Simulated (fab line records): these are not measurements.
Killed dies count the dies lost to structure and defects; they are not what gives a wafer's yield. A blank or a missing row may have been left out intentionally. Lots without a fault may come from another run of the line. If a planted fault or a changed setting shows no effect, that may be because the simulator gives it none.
fab line records + flow berkeleyCmos170
record:
- lots: 6
- wafers: 18
- lastDay: 13
route steps=331 shown V2@305 M3@309
lots that met no fault: taken from a fault-free run of the same line
startH: start of the lot's first displayed wafer, in hours after the record's first day + waitH: how many hours have passed since the lot's step before this one + " unchanged from the row above + L1.1+2: a single row standing in for several wafers + - either no value or no given start + * or withheld: withheld + < > ~ a bound
route shown NAME@n: a module of which the file shows steps, and the number in the route of the first + usual: mean and standard deviation over wafers with no fault + same: alike in all rows + chamber/n: place in a boat + sites: the reading at each site + _std_site: standard deviation across them + _edge_site: inner sites' mean taken away from outer sites' mean + radiusMm: how far each site lies from the wafer's centre + mask NAME#n: copy n + behind: the tool/chamber that last shaped the wafer + hold: why the lot was held/for how many hours/how that ended + device: whichever transistor did not switch (one of n, p or np) + end of line: tests of these same wafers at the route's end + step lacking rows: just its recipe + killed: not the wafer's yield, but the dies lost to structure and defects at the first sort + map: a wafer's dies, x killed, . not, _ none there
set.NAME: the run value of the setting; set.NAME@STEP: its run value at that earlier step + model.NAME: the simulator's own value behind a step, which no gauge read
certain route steps with their lots: each step a table, each wafer a row
services: the hour from which a tool's chamber was out of use, counted from the record's first day as startH (under 0 if before that day), plus the number of hours and why
== steps ==
step: UCB170_V2_OVL_MEAS_13
usual:
- V2_OVL: -1/4.6
| lot.wafer | tool       | chamber | startH | waitH | V2_OVL[nm] |
|-----------|------------|---------|--------|-------|------------|
| L196.1    | overlay-02 | -       | 187.36 | 0.1   | -6         |
| L196.3    | "          | -       | "      | "     | 5          |
| L196.5    | "          | -       | "      | "     | 1          |
| L202.4    | overlay-02 | -       | 226.25 | 0.1   | 4          |
| L202.5    | "          | -       | "      | "     | -1         |
| L202.6    | "          | -       | "      | "     | -6         |
| L205.1    | overlay-01 | -       | 250.82 | 0.1   | -3         |
| L205.3    | "          | -       | "      | "     | 4          |
| L205.5    | "          | -       | "      | "     | -1         |
| L212.1    | overlay-02 | -       | 274.37 | 0.1   | 3          |
| L212.5    | "          | -       | "      | "     | 2          |
| L212.6    | "          | -       | "      | "     | 9          |
| L215.1    | overlay-01 | -       | 289.03 | 0.1   | -4         |
| L215.4    | "          | -       | "      | "     | -5         |
| L215.5    | "          | -       | "      | "     | 0          |
| L216.3    | overlay-01 | -       | 295.89 | 0.1   | 2          |
| L216.4    | "          | -       | "      | "     | 2          |
| L216.5    | "          | -       | "      | "     | -2         |
step: UCB170_V2_ETCH_14
recipe:
- chemistry: CHF3/CF4/Ar
- target: SiO2
- stopOn: Al
- CHF3_flow_sccm: 45
- cf4FlowSccm: 15
- Ar_flow_sccm: 150
- pressureMtorr: 200
- rfW: 700
- targetDepthA: 12500
- overEtchFrac: 0.25
- timeS: 291
usual:
- CHF3_flow_sccm: 45.01/0.14
- drypumpMotorCurrentA: 5.6/0.35
- oesProductAu: 0.879/0.015
- throttleValvePct: 6.95/0.15
same:
- overEtchFrac: 0.25
| lot.wafer | tool       | chamber | startH | waitH | CHF3_flow_sccm | drypumpMotorCurrentA | oesProductAu | rfHoursCounterH | throttleValvePct |
|-----------|------------|---------|--------|-------|----------------|----------------------|--------------|-----------------|------------------|
| L196.1    | rieDiel-04 | 2       | 187.40 | 0.0   | 44.98          | 6.0                  | 0.907        | 19              | 6.80             |
| L196.3    | "          | 1       | "      | "     | 45.11          | 5.5                  | 0.884        | 149             | 7.04             |
| L196.5    | "          | 1       | "      | "     | 44.88          | 5.5                  | 0.874        | -               | 7.05             |
| L202.4    | rieDiel-04 | 1       | 226.36 | 0.1   | 44.94          | 5.5                  | 0.856        | -               | 7.05             |
| L202.5    | "          | 2       | "      | "     | 45.00          | 5.9                  | 0.896        | -               | 6.77             |
| L202.6    | "          | 0       | "      | "     | 44.87          | 5.7                  | 0.842        | -               | 7.16             |
| L205.1    | rieDiel-03 | 2       | 250.85 | 0.0   | 45.01          | 5.6                  | 0.882        | 134             | 6.79             |
| L205.3    | "          | 0       | "      | "     | 44.83          | 5.0                  | 0.860        | 56              | 7.10             |
| L205.5    | "          | 3       | "      | "     | 44.93          | 5.6                  | 0.897        | -               | 6.75             |
| L212.1    | rieDiel-04 | 3       | 274.41 | 0.0   | 45.05          | 5.8                  | 0.882        | 121             | 7.17             |
| L212.5    | "          | 3       | "      | "     | 45.22          | 5.8                  | 0.892        | -               | 7.15             |
| L212.6    | "          | 2       | "      | "     | 45.13          | 5.9                  | 0.895        | -               | 6.80             |
| L215.1    | rieDiel-02 | 1       | 289.07 | 0.0   | 44.98          | 6.1                  | 0.883        | 117             | 7.02             |
| L215.4    | "          | 2       | "      | "     | 44.93          | 5.8                  | 0.856        | 129             | 6.73             |
| L215.5    | "          | 1       | "      | "     | 45.03          | 6.0                  | 0.893        | -               | 7.03             |
| L216.3    | rieDiel-03 | 2       | 295.91 | 0.0   | 44.93          | 5.5                  | 0.886        | 1               | 6.79             |
| L216.4    | "          | 0       | "      | "     | 45.14          | 5.1                  | 0.870        | 59              | 7.09             |
| L216.5    | "          | 3       | "      | "     | 45.11          | 5.6                  | 0.888        | -               | 6.73             |
step: UCB170_V2_STRIP_15
recipe:
- chemistry: O2
- powerW: 400
- pressureMtorr: 3500
- platenTempC: withheld
- o2FlowSccm: 400
- overashFraction: 0.5
usual:
- chamberPressureMTorr: 3500/3.1
- drypumpMotorCurrentA: 5.8/0.38
- oesProductAu: 0.722/0.0044
- stripTimeToEndpointS: 15.39/0.15
same:
- overashFraction: 0.5
| lot.wafer | tool           | chamber | startH | waitH | chamberPressureMTorr | drypumpMotorCurrentA | oesProductAu | rfHoursCounterH | stripTimeToEndpointS |
|-----------|----------------|---------|--------|-------|----------------------|----------------------|--------------|-----------------|----------------------|
| L196.1    | plasmaAsher-04 | 1       | 187.58 | 0.1   | 3501                 | 6.2                  | 0.717        | 47              | 15.19                |
| L196.3    | "              | 0       | "      | "     | 3504                 | 5.7                  | 0.721        | -               | 15.28                |
| L196.5    | "              | 0       | "      | "     | 3498                 | 5.7                  | 0.727        | -               | 15.20                |
| L202.4    | plasmaAsher-01 | 0       | 226.48 | 0.0   | 3495                 | 6.0                  | 0.721        | -               | 15.40                |
| L202.5    | "              | 1       | "      | "     | 3501                 | 5.9                  | 0.720        | -               | 15.29                |
| L202.6    | "              | 0       | "      | "     | 3503                 | 6.0                  | 0.720        | -               | 15.44                |
| L205.1    | plasmaAsher-01 | 0       | 251.03 | 0.1   | 3502                 | 6.0                  | 0.716        | 15              | 15.27                |
| L205.3    | "              | 1       | "      | "     | 3504                 | 5.9                  | 0.728        | -               | 15.53                |
| L205.5    | "              | 1       | "      | "     | 3505                 | 5.9                  | 0.726        | -               | 15.19                |
| L212.1    | plasmaAsher-01 | 0       | 274.59 | 0.1   | 3502                 | 6.0                  | 0.722        | 18              | 15.64                |
| L212.5    | "              | 0       | "      | "     | 3506                 | 6.0                  | 0.727        | -               | 15.64                |
| L212.6    | "              | 1       | "      | "     | 3498                 | 5.9                  | 0.720        | -               | 15.32                |
| L215.1    | plasmaAsher-04 | 1       | 289.25 | 0.1   | 3496                 | 6.2                  | 0.724        | 57              | 15.45                |
| L215.4    | "              | 0       | "      | "     | 3495                 | 5.7                  | 0.715        | -               | 15.25                |
| L215.5    | "              | 1       | "      | "     | 3498                 | 6.2                  | 0.720        | -               | 15.45                |
| L216.3    | plasmaAsher-04 | 1       | 296.15 | 0.2   | 3503                 | 6.3                  | 0.731        | -               | 15.53                |
| L216.4    | "              | 0       | "      | "     | 3504                 | 5.7                  | 0.726        | -               | 15.65                |
| L216.5    | "              | 0       | "      | "     | 3500                 | 5.7                  | 0.732        | -               | 15.29                |
step: UCB170_V2_CD_MEAS_90
recipe:
- targetCdNm: 700
usual:
- cdNm: 700.6/1.7
| lot.wafer | tool     | chamber | startH | waitH | cdNm  |
|-----------|----------|---------|--------|-------|-------|
| L196.1    | cdSem-01 | -       | 187.68 | 0.1   | 701.4 |
| L196.3    | "        | -       | "      | "     | 701.1 |
| L196.5    | "        | -       | "      | "     | 700.8 |
| L202.4    | cdSem-01 | -       | 226.61 | 0.1   | 701.5 |
| L202.5    | "        | -       | "      | "     | 700.5 |
| L202.6    | "        | -       | "      | "     | 699.5 |
| L205.1    | cdSem-02 | -       | 251.18 | 0.1   | 702.8 |
| L205.3    | "        | -       | "      | "     | 702.7 |
| L205.5    | "        | -       | "      | "     | 701.9 |
| L212.1    | cdSem-01 | -       | 274.69 | 0.1   | 703.2 |
| L212.5    | "        | -       | "      | "     | 701.6 |
| L212.6    | "        | -       | "      | "     | 703.4 |
| L215.1    | cdSem-02 | -       | 289.35 | 0.1   | 701.2 |
| L215.4    | "        | -       | "      | "     | 702.7 |
| L215.5    | "        | -       | "      | "     | 701.3 |
| L216.3    | cdSem-01 | -       | 296.26 | 0.1   | 699.7 |
| L216.4    | "        | -       | "      | "     | 700.5 |
| L216.5    | "        | -       | "      | "     | 698.8 |
step: UCB170_M3_PRE_CLEAN_00
recipe:
- gas: Ar
- precleanEtchTimeS: 60
step: UCB170_M3_SPUTTER_01
recipe:
- material: Al
- targetThkNm: 900
- timeS: 120
- powerW: 6000
- chamberPressurePa: 0.5
usual:
- chamberPressurePa: 0.4999/0.0012
- throttleValvePct: 30.1/0.84
| lot.wafer | tool          | chamber | startH | waitH | chamberPressurePa | throttleValvePct |
|-----------|---------------|---------|--------|-------|-------------------|------------------|
| L196.1    | pvdSputter-03 | -       | 187.87 | 0.0   | 0.4987            | 30.2             |
| L196.3    | "             | -       | "      | "     | 0.5001            | 28.4             |
| L196.5    | "             | -       | "      | "     | 0.5001            | 30.1             |
| L202.4    | pvdSputter-01 | -       | 226.74 | 0.0   | 0.4985            | 30.7             |
| L202.5    | "             | -       | "      | "     | 0.5017            | 30.2             |
| L202.6    | "             | -       | "      | "     | 0.4985            | 29.3             |
| L205.1    | pvdSputter-03 | -       | 251.37 | 0.0   | 0.5010            | 28.6             |
| L205.3    | "             | -       | "      | "     | 0.5014            | 30.1             |
| L205.5    | "             | -       | "      | "     | 0.4990            | 30.8             |
| L212.1    | pvdSputter-01 | -       | 274.88 | 0.0   | 0.4991            | 29.4             |
| L212.5    | "             | -       | "      | "     | 0.4985            | 30.2             |
| L212.6    | "             | -       | "      | "     | 0.4985            | 30.4             |
| L215.1    | pvdSputter-01 | -       | 289.54 | 0.0   | 0.4995            | 30.7             |
| L215.4    | "             | -       | "      | "     | 0.5005            | 30.0             |
| L215.5    | "             | -       | "      | "     | 0.4992            | 30.0             |
| L216.3    | pvdSputter-01 | -       | 296.41 | 0.0   | 0.4993            | 29.9             |
| L216.4    | "             | -       | "      | "     | 0.4970            | 29.1             |
| L216.5    | "             | -       | "      | "     | 0.4993            | 30.1             |
step: UCB170_M3_RS_MEAS_02
recipe:
- thkMeasGauge: four-point-probe
- reads: Al_of_M3_SPUTTER_01
usual:
- M3_AL_RS: 0.0322/0.00041
| lot.wafer | tool         | chamber | startH | waitH | M3_AL_RS[ohm/sq] |
|-----------|--------------|---------|--------|-------|------------------|
| L196.1    | filmMetro-01 | -       | 187.95 | 0.0   | 0.0315           |
| L196.3    | "            | -       | "      | "     | 0.0315           |
| L196.5    | "            | -       | "      | "     | 0.0315           |
| L202.4    | filmMetro-03 | -       | 226.88 | 0.1   | 0.0327           |
| L202.5    | "            | -       | "      | "     | 0.0328           |
| L202.6    | "            | -       | "      | "     | 0.0329           |
| L205.1    | filmMetro-02 | -       | 251.45 | 0.0   | 0.0313           |
| L205.3    | "            | -       | "      | "     | 0.0312           |
| L205.5    | "            | -       | "      | "     | 0.0312           |
| L212.1    | filmMetro-01 | -       | 274.96 | 0.0   | 0.0324           |
| L212.5    | "            | -       | "      | "     | 0.0322           |
| L212.6    | "            | -       | "      | "     | 0.0321           |
| L215.1    | filmMetro-01 | -       | 289.62 | 0.0   | 0.0326           |
| L215.4    | "            | -       | "      | "     | 0.0322           |
| L215.5    | "            | -       | "      | "     | 0.0322           |
| L216.3    | filmMetro-03 | -       | 296.53 | 0.1   | 0.0322           |
| L216.4    | "            | -       | "      | "     | 0.0320           |
| L216.5    | "            | -       | "      | "     | 0.0324           |
step: UCB170_M3_THK_MEAS_03
recipe:
- thkMeasGauge: xrf
- reads: Al_of_M3_SPUTTER_01
usual:
- M3_AL_THK: 880/13
| lot.wafer | tool         | chamber | startH | waitH | M3_AL_THK[nm] |
|-----------|--------------|---------|--------|-------|---------------|
| L196.1    | filmMetro-01 | -       | 188.07 | 0.1   | 899           |
| L196.3    | "            | -       | "      | "     | 896           |
| L196.5    | "            | -       | "      | "     | 895           |
| L202.4    | filmMetro-03 | -       | 226.97 | 0.1   | 865           |
| L202.5    | "            | -       | "      | "     | 863           |
| L202.6    | "            | -       | "      | "     | 867           |
| L205.1    | filmMetro-02 | -       | 251.57 | 0.1   | 917           |
| L205.3    | "            | -       | "      | "     | 922           |
| L205.5    | "            | -       | "      | "     | 918           |
| L212.1    | filmMetro-01 | -       | 275.08 | 0.1   | 880           |
| L212.5    | "            | -       | "      | "     | 872           |
| L212.6    | "            | -       | "      | "     | 874           |
| L215.1    | filmMetro-01 | -       | 289.74 | 0.1   | 868           |
| L215.4    | "            | -       | "      | "     | 876           |
| L215.5    | "            | -       | "      | "     | 875           |
| L216.3    | filmMetro-03 | -       | 296.63 | 0.1   | 878           |
| L216.4    | "            | -       | "      | "     | 878           |
| L216.5    | "            | -       | "      | "     | 872           |
step: UCB170_M3_HMDS_04
recipe:
- primeTimeS: 60
- primeTempC: 100
step: UCB170_M3_COAT_05
recipe:
- resist: KrF
- spinRpm: 1500
- resistThkNm: 900
step: UCB170_M3_SOFTBAKE_06
recipe:
- resist: KrF
- tempC: 130
- timeS: 60
step: UCB170_M3_STRIP_07
recipe:
- chemistry: O2
- powerW: 400
- pressureMtorr: 3500
- platenTempC: withheld
- o2FlowSccm: 400
- overashFraction: 0.5
usual:
- chamberPressureMTorr: 3500/4.4
- drypumpMotorCurrentA: 5.8/0.38
- oesProductAu: 0.735/0.0044
- stripTimeToEndpointS: 22.01/0.072
same:
- overashFraction: 0.5
| lot.wafer | tool           | chamber | startH | waitH | chamberPressureMTorr | drypumpMotorCurrentA | oesProductAu | rfHoursCounterH | stripTimeToEndpointS |
|-----------|----------------|---------|--------|-------|----------------------|----------------------|--------------|-----------------|----------------------|
| L196.1    | plasmaAsher-04 | 0       | 188.58 | 0.1   | 3501                 | 5.7                  | 0.737        | 48              | 21.99                |
| L196.3    | "              | 0       | "      | "     | 3499                 | 5.7                  | 0.735        | -               | 22.01                |
| L196.5    | "              | 1       | "      | "     | 3499                 | 6.3                  | 0.732        | -               | 22.01                |
| L202.4    | plasmaAsher-03 | 1       | 227.70 | 0.1   | 3502                 | 5.1                  | 0.732        | -               | 22.05                |
| L202.5    | "              | 0       | "      | "     | 3503                 | 6.1                  | 0.736        | -               | 21.99                |
| L202.6    | "              | 1       | "      | "     | 3497                 | 5.1                  | 0.732        | -               | 21.97                |
| L205.1    | plasmaAsher-01 | 1       | 252.08 | 0.1   | 3499                 | 5.9                  | 0.736        | 15              | 22.00                |
| L205.3    | "              | 1       | "      | "     | 3500                 | 5.9                  | 0.730        | -               | 22.05                |
| L205.5    | "              | 0       | "      | "     | 3497                 | 5.9                  | 0.737        | -               | 22.06                |
| L212.1    | plasmaAsher-03 | 0       | 275.59 | 0.1   | 3503                 | 6.1                  | 0.731        | 49              | 21.93                |
| L212.5    | "              | 1       | "      | "     | 3497                 | 5.1                  | 0.734        | -               | 21.96                |
| L212.6    | "              | 0       | "      | "     | 3498                 | 6.1                  | 0.731        | -               | 21.92                |
| L215.1    | plasmaAsher-01 | 0       | 290.68 | 0.1   | 3500                 | 6.0                  | 0.733        | 20              | 22.09                |
| L215.4    | "              | 1       | "      | "     | 3503                 | 5.9                  | 0.734        | -               | 22.08                |
| L215.5    | "              | 1       | "      | "     | 3502                 | 5.9                  | 0.727        | -               | 22.06                |
| L216.3    | plasmaAsher-03 | 1       | 297.96 | 0.1   | 3499                 | 5.1                  | 0.741        | -               | 22.06                |
| L216.4    | "              | 0       | "      | "     | 3497                 | 6.1                  | 0.726        | -               | 22.16                |
| L216.5    | "              | 1       | "      | "     | 3505                 | 5.1                  | 0.734        | -               | 22.04                |
step: UCB170_M3_STRIP_08
recipe:
- chemistry: DMSO
- tempC: 80
- timeS: 600
- material: KrF
usual:
- bathGuardTempC: 80.3/0.63
- bathHeatDutyPct: 18.4/2.1
| lot.wafer | tool        | chamber | startH | waitH | bathGuardTempC | bathHeatDutyPct |
|-----------|-------------|---------|--------|-------|----------------|-----------------|
| L196.1    | wetBench-02 | 0       | 188.73 | 0.1   | 80.4           | 18.1            |
| L196.3    | "           | 0       | "      | "     | 80.6           | 18.6            |
| L196.5    | "           | 0       | "      | "     | 80.9           | 18.0            |
| L202.4    | wetBench-02 | 1       | 227.80 | 0.1   | -              | -               |
| L202.5    | "           | 1       | "      | "     | -              | -               |
| L202.6    | "           | 1       | "      | "     | -              | -               |
| L205.1    | wetBench-02 | 0       | 252.18 | 0.1   | -              | -               |
| L205.3    | "           | 0       | "      | "     | -              | -               |
| L205.5    | "           | 0       | "      | "     | -              | -               |
| L212.1    | wetBench-02 | 2       | 275.69 | 0.1   | 81.0           | 22.9            |
| L212.5    | "           | 2       | "      | "     | 81.2           | 23.3            |
| L212.6    | "           | 2       | "      | "     | 81.0           | 21.3            |
| L215.1    | wetBench-04 | 2       | 290.85 | 0.1   | 79.2           | 14.4            |
| L215.4    | "           | 2       | "      | "     | 79.2           | 14.4            |
| L215.5    | "           | 2       | "      | "     | 79.1           | 14.0            |
| L216.3    | wetBench-02 | 0       | 298.02 | 0.0   | 80.8           | 17.3            |
| L216.4    | "           | 0       | "      | "     | 80.6           | 16.7            |
| L216.5    | "           | 0       | "      | "     | 80.3           | 18.0            |
step: UCB170_M3_COAT_09
recipe:
- resist: BARC
- tempC: withheld
- timeS: withheld
- spinRpm: 3000
- resistThkNm: withheld
step: UCB170_M3_PROBE_99
| lot.wafer | tool      | chamber | startH | waitH | model.etest.nldd.lineOhmUm | model.etest.nldd.rsOhmSq | model.etest.nmos_0p35.overlapFfUm |
|-----------|-----------|---------|--------|-------|----------------------------|--------------------------|-----------------------------------|
| L196.1    | prober-02 | -       | 191.01 | 0.1   | 1308                       | 776.3                    | 0.2642                            |
| L196.3    | prober-02 | -       | 191.11 | 0.2   | 1283                       | 778.9                    | 0.2663                            |
| L196.5    | prober-02 | -       | 191.21 | 0.2   | 1308                       | 780                      | 0.2624                            |
| L202.4    | prober-02 | -       | 231.20 | 0.2   | 1246                       | 767.7                    | 0.2643                            |
| L202.5    | prober-02 | -       | 231.25 | 0.2   | 1256                       | 765.9                    | 0.2595                            |
| L202.6    | prober-02 | -       | 231.30 | 0.2   | 1266                       | 777.4                    | 0.262                             |
| L205.1    | prober-01 | -       | 255.89 | 0.1   | 1334                       | 817.5                    | 0.2621                            |
| L205.3    | prober-01 | -       | 255.99 | 0.2   | 1308                       | 809.8                    | 0.2631                            |
| L205.5    | prober-01 | -       | 256.09 | 0.2   | 1337                       | 820.4                    | 0.2609                            |
| L212.1    | prober-02 | -       | 277.86 | 0.1   | 1258                       | 764.8                    | 0.2696                            |
| L212.5    | prober-02 | -       | 278.06 | 0.2   | 1253                       | 768.4                    | 0.2663                            |
| L212.6    | prober-02 | -       | 278.11 | 0.2   | 1253                       | 763.2                    | 0.2665                            |
| L215.1    | prober-01 | -       | 293.58 | 0.1   | 1275                       | 794.7                    | 0.2598                            |
| L215.4    | prober-01 | -       | 293.73 | 0.2   | 1238                       | 780.4                    | 0.2643                            |
| L215.5    | prober-01 | -       | 293.78 | 0.2   | 1276                       | 787.3                    | 0.2658                            |
| L216.3    | prober-02 | -       | 301.02 | 0.2   | 1258                       | 770.6                    | 0.2675                            |
| L216.4    | prober-02 | -       | 301.07 | 0.2   | 1236                       | 768.3                    | 0.2657                            |
| L216.5    | prober-02 | -       | 301.12 | 0.2   | 1290                       | 770.8                    | 0.2638                            |
killed by level:class
L196.1 ACTIVE:geometricParticle:open=1 M1:geometricParticle:short=1 V2:geometricParticle:open=1
L196.3 GATE:geometricParticle:short=1 SILICIDE:geometricParticle:short=1
L196.5 WELLDRIVE:geometricParticle:short=1 M1:geometricParticle:short=1
L205.1 GATE:geometricParticle:open=1 CONTACT:geometricParticle:short=1 M1:geometricParticle:short=1
L205.3 GATE:geometricParticle:open=1 M2:geometricParticle:short=1
L205.5 FIELD:geometricParticle:open=1
L212.1 SPACER:geometricParticle:short=3 START:geometricParticle:short=1
L212.5 GATE:geometricParticle:open=2 SPACER:geometricParticle:short=2 SPACER:geometricParticle:open=1
L212.6 SACOX:geometricParticle:short=2 ACTIVE:areaEtch=1
L215.4 SACOX:geometricParticle:short=1 GATE:geometricParticle:open=1 SILICIDE:geometricParticle:short=1
L215.5 GATE:geometricParticle:open=2
L216.3 ACTIVE:areaEtch=6 WELLDRIVE:geometricParticle:open=1 GATE:geometricParticle:open=1 SPACER:geometricParticle:open=1
L216.4 SILICIDE:geometricParticle:short=1 M1:geometricParticle:short=1
L216.5 START:geometricParticle:open=1 M1:geometricParticle:short=1
== services ==
| tool           | chamber | startH | hours | kind          |
|----------------|---------|--------|-------|---------------|
| plasmaAsher-04 | -       | 165.26 | 7.5   | repair        |
| rieDiel-04     | 0       | 171.99 | 34.5  | repair        |
| rieDiel-03     | 1       | 195.41 | 6.4   | repair        |
| rieDiel-02     | 3       | 199.10 | 6.4   | repair        |
| rieDiel-04     | 1       | 206.47 | -     | clean         |
| rieDiel-04     | 1       | 206.47 | 18.2  | scheduledDown |
| rieDiel-04     | 1       | 206.47 | 18.2  | ventCycle     |
| rieDiel-02     | 3       | 208.87 | 11.3  | repair        |
| rieDiel-04     | 3       | 219.85 | 9.1   | repair        |
| rieDiel-02     | 0       | 220.96 | -     | clean         |
| rieDiel-02     | 0       | 220.96 | 14.0  | scheduledDown |
| plasmaAsher-03 | -       | 225.32 | 1.9   | repair        |
| plasmaAsher-04 | -       | 233.98 | 8.0   | repair        |
| rieDiel-04     | 1       | 243.69 | 2.0   | repair        |
| rieDiel-03     | 2       | 265.34 | -     | clean         |
| rieDiel-03     | 2       | 265.34 | 21.0  | scheduledDown |
| rieDiel-03     | 2       | 265.34 | 21.0  | ventCycle     |
| rieDiel-04     | 0       | 265.63 | -     | clean         |
| rieDiel-04     | 0       | 265.63 | 16.9  | scheduledDown |
| rieDiel-04     | 0       | 265.63 | 16.9  | ventCycle     |
| pvdSputter-03  | -       | 267.00 | 1.9   | repair        |
| rieDiel-02     | -       | 271.46 | 0.9   | repair        |
| rieDiel-03     | 3       | 271.65 | 7.4   | repair        |
| plasmaAsher-01 | -       | 294.35 | 20.4  | repair        |
== key ==
firstSign:
- step: UCB170_M3_STRIP_08
- reading: toolRecord
- direction: missing
effect none on later readings
modelEffect:
- step: UCB170_M3_PROBE_99
- value: etest.nldd.lineOhmUm
- without: 1240
- struck: 1291
metAt UCB170_M3_STRIP_08
struckWafers L202.4,L202.5,L202.6,L205.1,L205.3,L205.5
sortLeftOut L202.4,L202.5,L202.6
testerLeftOut L205
onsetBetween 188.73 227.80
earlierFault:
- kind: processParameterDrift
- tool: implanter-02
- chamber: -
- onsetH: 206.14
- steps: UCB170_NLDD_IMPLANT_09
- channel: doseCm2
- offset: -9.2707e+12
- shape: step
- endH: 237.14
- actsIn: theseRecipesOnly
- stated: 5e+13
earlierFault:
- kind: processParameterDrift
- tool: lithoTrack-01
- chamber: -
- onsetH: 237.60
- steps: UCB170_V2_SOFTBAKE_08
- channel: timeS
- offset: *
- shape: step
- actsIn: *
- stated: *
fault:
- kind: skippedStepWhole
- tool: wetBench-02
- chamber: -
- onsetH: 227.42
- steps: UCB170_M3_STRIP_08
- scope: struckLotsOnly
testerLeftOut: of these lots the tester's yield and bins aren't shown, on N5 and GAA mostly nor the transistor test; their killed dies are dies lost to structure and defects alone, not to doping, threshold or leakage, so they don't give the yield
sortLeftOut: the simulated sort isn't trusted on such a fault, so these wafers' sort isn't shown, and their yield isn't known
